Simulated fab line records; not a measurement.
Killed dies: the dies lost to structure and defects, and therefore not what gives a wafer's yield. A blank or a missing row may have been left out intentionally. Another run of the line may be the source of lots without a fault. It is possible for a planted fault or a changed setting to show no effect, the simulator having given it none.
Which tool is to blame?	flow berkeley_cmos170	7 lots, 21 wafers sampled, at 1 step of a route of 331

== WHAT EACH GAUGE READ, for each wafer ==
UCB170_NSD_CD_MEAS_06: target cd 1200 nm.
lot	measured	on	cd_nm (nm)
L865	day 7 04:04	cd_sem-01	1198.2 1198.5 1198.6
L868	day 7 17:29	cd_sem-01	1198.5 1199.7 1199.4
L871	day 8 08:37	cd_sem-01	1200.2 1199.5 1199.4
L877	day 10 06:46	cd_sem-01	1199.6 1198.8 1199.7
L880	day 10 07:19	cd_sem-01	1198.1 1197.5 1197.2
L881	day 10 07:53	cd_sem-01	1200.5 1199.9 1199.9
L886	day 11 04:28	cd_sem-02	1199.5 1200.8 1199.9

== WHICH TOOL RAN EACH LOT (tool, then ch and the chambers of the sampled wafers, then the start) ==
There is no process step in the record ahead of these readings.

== THE ANSWER, worked out from the rows above alone ==
Rule: the lots themselves supply what counts as usual. The widest of any qualifying gaps counts: lots, ordered by their means at a reading, are off when they make up no more than a third of the lots, leave a main group of 4 or more, and stand apart from it by 3 or more times the standard deviation of that group's means. Not used: any main group whose means are identical at the precision the tables above print for the reading. A lot without any number at a reading at which 4 lots or more have one is off too. Any other lot the step has rows for is counted as sound.
Across all readings shown, no lot is off: no conclusion can be drawn from this.

== WHAT WAS PUT IN BY THE SIMULATOR ==
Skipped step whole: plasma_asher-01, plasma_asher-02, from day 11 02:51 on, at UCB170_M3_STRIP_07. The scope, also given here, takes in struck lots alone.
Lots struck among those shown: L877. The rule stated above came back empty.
